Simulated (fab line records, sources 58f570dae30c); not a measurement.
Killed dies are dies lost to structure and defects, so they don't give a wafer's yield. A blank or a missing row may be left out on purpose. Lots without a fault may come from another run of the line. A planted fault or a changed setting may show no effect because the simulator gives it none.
Tool commonality check | flow berkeley_cmos170 | 13 lots, 39 wafers sampled

WHY IT WAS OPENED
At UCB170_ACTIVE_CD_MEAS_13 the reading cd_nm is flagged on 1 of 13 lots. Wafers without a fault read 1199.9 nm, standard deviation 1.4.
Rule: a lot is flagged when every wafer of it that has a number lies more than 4 standard deviations from that mean, or none has a number. The other lots count as sound.

lot  | measured    | on        | cd_nm (nm), wafer by wafer | flag
L787 | day 5 00:15 | cd_sem-01 | 1199.9 1199.6 1198.5       |
L791 | day 5 14:55 | cd_sem-02 | 1198.7 1197.6 1197.1       |
L793 | day 6 11:33 | cd_sem-02 | 1201.8 1202.2 1201.9       |
L795 | day 6 21:29 | cd_sem-02 | 1200.0 1199.3 1199.7       |
L798 | day 7 07:03 | cd_sem-02 | 1284.3 1284.5 1283.7       | FLAGGED
L803 | day 8 05:51 | cd_sem-02 | 1202.6 1200.6 1201.1       |
L802 | day 8 06:07 | cd_sem-02 | 1202.1 1201.2 1203.2       |
L805 | day 8 14:16 | cd_sem-01 | 1202.0 1200.4 1200.2       |
L807 | day 9 03:25 | cd_sem-01 | 1199.2 1199.0 1198.6       |
L806 | day 9 03:55 | cd_sem-02 | 1199.4 1199.3 1199.3       |
L808 | day 9 12:31 | cd_sem-01 | 1200.3 1201.5 1199.9       |
L809 | day 9 12:43 | cd_sem-01 | 1201.5 1201.3 1200.9       |
L810 | day 9 22:32 | cd_sem-01 | 1200.2 1201.4 1200.6       |
The numbers of the flagged lots are 1284.2 nm on average: +84.3 nm against the usual, or +60 standard deviations.

WHICH TOOL RAN EACH LOT
The record holds 2 process steps before the reading, out of a route of 331 steps. In each cell: the tool, then ch and the chambers that the sampled wafers went through, then the start.
lot  | flag    | UCB170_PWELL_ETCH_14              | UCB170_ACTIVE_EXPOSE_10
L787 |         | rie_diel-01 ch 0,3, day 3 10:43   | krf_scanner-01 ch 0, day 4 23:32
L791 |         | rie_diel-01 ch 1,3, day 4 06:17   | krf_scanner-02 ch 0, day 5 14:30
L793 |         | rie_diel-01 ch 0,1, day 4 23:01   | krf_scanner-01 ch 0, day 6 11:10
L795 |         | rie_diel-04 ch 1,3, day 5 05:49   | krf_scanner-01 ch 0, day 6 20:24
L798 | FLAGGED | rie_diel-04 ch 0,1,3, day 5 14:40 | krf_scanner-02 ch 0, day 7 06:40
L803 |         | rie_diel-03 ch 0,1, day 6 19:47   | krf_scanner-02 ch 0, day 8 04:44
L802 |         | rie_diel-04 ch 1,3, day 6 20:31   | krf_scanner-01 ch 0, day 8 05:05
L805 |         | rie_diel-01 ch 2,3, day 7 04:34   | krf_scanner-02 ch 0, day 8 13:52
L807 |         | rie_diel-01 ch 1,2, day 7 15:02   | krf_scanner-01 ch 0, day 9 03:01
L806 |         | rie_diel-04 ch 0,1,3, day 7 15:30 | krf_scanner-01 ch 0, day 9 03:10
L808 |         | rie_diel-01 ch 1,2, day 7 22:41   | krf_scanner-02 ch 0, day 9 12:08
L809 |         | rie_diel-03 ch 0,1,3, day 7 22:42 | krf_scanner-01 ch 0, day 9 12:20
L810 |         | rie_diel-04 ch 0,2, day 8 05:59   | krf_scanner-01 ch 0, day 9 22:08
What these steps do:
- UCB170_PWELL_ETCH_14: etches Si3N4 in CH3F/Ar/O2, stops on SiO2, target depth 242 nm, time 156.7 s.
- UCB170_ACTIVE_EXPOSE_10: exposes mask ACTIVE, target cd 1200 nm.
- UCB170_ACTIVE_CD_MEAS_13: target cd 1200 nm.

FLAGGED OVER TOTAL, TOOL BY TOOL (the gauges that took the reading come last)
step                     | tool           | lots run | flagged | share of the flagged lots | sound lots run after its first flagged lot
UCB170_PWELL_ETCH_14     | rie_diel-01    | 6        | 0       | none                      | -
UCB170_PWELL_ETCH_14     | rie_diel-03    | 2        | 0       | none                      | -
UCB170_PWELL_ETCH_14     | rie_diel-04    | 5        | 1       | all                       | 3 (L802,L806,L810)
UCB170_ACTIVE_EXPOSE_10  | krf_scanner-01 | 8        | 0       | none                      | -
UCB170_ACTIVE_EXPOSE_10  | krf_scanner-02 | 5        | 1       | all                       | 3 (L803,L805,L808)
UCB170_ACTIVE_CD_MEAS_13 | cd_sem-01      | 6        | 0       | none                      | -
UCB170_ACTIVE_CD_MEAS_13 | cd_sem-02      | 7        | 1       | all                       | 3 (L803,L802,L806)

WHAT THE TABLE ALLOWS
3 rows of the table ran every flagged lot: rie_diel-04 at UCB170_PWELL_ETCH_14, krf_scanner-02 at UCB170_ACTIVE_EXPOSE_10, cd_sem-02 at UCB170_ACTIVE_CD_MEAS_13.
- rie_diel-04 at UCB170_PWELL_ETCH_14: 1 of its 5 lots flagged. Sound lots ran on it after the first flagged one (L802, L806, L810), which a lasting fault on the whole tool wouldn't allow.
- krf_scanner-02 at UCB170_ACTIVE_EXPOSE_10: 1 of its 5 lots flagged. Sound lots ran on it after the first flagged one (L803, L805, L808), which a lasting fault on the whole tool wouldn't allow.
- cd_sem-02 at UCB170_ACTIVE_CD_MEAS_13: 1 of its 7 lots flagged. Sound lots ran on it after the first flagged one (L803, L802, L806), which a lasting fault on the whole tool wouldn't allow.
No row of the table ran every flagged lot and no sound lot after the first.

WHAT THE SIMULATOR HAD PUT IN
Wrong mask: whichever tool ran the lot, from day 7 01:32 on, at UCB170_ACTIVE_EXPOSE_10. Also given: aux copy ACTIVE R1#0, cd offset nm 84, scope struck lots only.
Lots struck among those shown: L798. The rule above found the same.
